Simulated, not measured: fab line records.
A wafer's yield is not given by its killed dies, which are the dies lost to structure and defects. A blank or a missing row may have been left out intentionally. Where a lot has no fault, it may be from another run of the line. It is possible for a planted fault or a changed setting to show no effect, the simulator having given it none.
8D (eight disciplines) problem report, filled in by code / flow rit-cmos / the parts of the form that need people (team, actions taken, sign-off) are left out

## 1. PROBLEM STATEMENT
At RIT_FOX2_OXIDATION_00, tube-center-temp-C averages 1115 C over 6 wafers from 2 lots, while fault-free wafers read 1100 C, standard deviation 0.1. So: +99 or more standard deviations from the usual mean.
The step: target thk 350.7 nm, ox time 1130 s.
First observed at day 4 00:35: wafer L447.1, on furnace-01. Wafers with a number at this step in the record: 42, from 14 lots. Rule for "out", or "out of limits": more than 4 standard deviations from the usual mean. The other wafers with a number count as sound.

## 2. WHAT IT IS AND WHAT IT IS NOT
question=which readings at this step | is=tube-center-temp-C, spike-tc-centre-C, spike-tc-load-C, spike-tc-source-C, tube_center_temp_C_max | is not=zone-power-centre-pct
question=which lots | is=L447, L450 | is not=L436, L437, L438, L439, L441, L442, L443, L444, L446, L449, L451, L457
question=which wafers of those lots | is=all that have a number | is not=-
question=read on which tools | is=furnace-01 | is not=furnace-03, furnace-04
question=when | is=from day 4 00:35 | is not=up to then (27 sound wafers); but 9 sound wafers of L449, L451, L457 came after

## 3. THE SUSPECTS, EACH WITH WHAT RULES IT OUT
Counting: a tool at a process step up to the reading stays a suspect if it ran every lot that is out and no sound lot after the first of them.
- furnace-01 at RIT_FOX2_OXIDATION_00 (target thk 350.7 nm, ox time 1130 s): kept. All lots that are out passed through it, beginning with L447 at day 4 00:35, and no sound lot followed; its final sound lot before that point was L444 at day 3 12:13. Out on those wafers are its own readings of spike-tc-centre-C, spike-tc-load-C, spike-tc-source-C, tube-center-temp-C, tube_center_temp_C_max.
After counting, what remains is furnace-01 at RIT_FOX2_OXIDATION_00.

## 4. THE CAUSE (what the simulator had put in)
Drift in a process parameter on furnace-01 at RIT_FOX2_OXIDATION_00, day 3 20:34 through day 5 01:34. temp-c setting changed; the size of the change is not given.
Only this tool survived the counting.

## 5. THE EFFECT CHAIN, in route order
Rows list readings where the struck wafers' mean (over those with a number) sits beyond 3 standard deviations from the usual. Only readings for which the record gives a usual standard deviation are gone through. hours: the time from each lot's start at the first step in this table that gives one to its start at this step, as a median over the lots. sigmas: the change in usual standard deviations.
hours=0; step=RIT_FOX2_OXIDATION_00; reading=spike-tc-centre-C; usual=1102.9 C; on struck wafers=1117.1; change=+14.2; sigmas=+12
hours=0; step=RIT_FOX2_OXIDATION_00; reading=spike-tc-load-C; usual=1126.0 C; on struck wafers=1142.0; change=+16.0; sigmas=+8.4
hours=0; step=RIT_FOX2_OXIDATION_00; reading=spike-tc-source-C; usual=1125.5 C; on struck wafers=1142.1; change=+16.6; sigmas=+8.8
hours=0; step=RIT_FOX2_OXIDATION_00; reading=tube-center-temp-C; usual=1100 C; on struck wafers=1115; change=+15; sigmas=+99 or more
hours=0; step=RIT_FOX2_OXIDATION_00; reading=tube_center_temp_C_max; usual=1102.8; on struck wafers=1117.8; change=+15.0; sigmas=+34
hours=1; step=RIT_FOX2_THK_MEAS_01; reading=FOX2_OXIDE_THK; usual=354 nm; on struck wafers=376; change=+22; sigmas=+3.0
hours=2; step=RIT_FOX2_THK_MEAS_90; reading=FIELD_OXIDE_LEFT_1_THK; usual=326 nm; on struck wafers=348; change=+22; sigmas=+3.2
hours=15; step=RIT_FOX2_THK_MEAS_91; reading=FIELD_OXIDE_LEFT_2_THK; usual=258 nm; on struck wafers=281; change=+23; sigmas=+3.3
The process steps in it:
- RIT_FOX2_OXIDATION_00: target thk 350.7 nm, ox time 1130 s.

## 6. HOW IT WOULD HAVE BEEN CAUGHT EARLIER
The fault began at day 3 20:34; the first out-of-limits reading in this record came at day 4 00:35, 4 hours later.
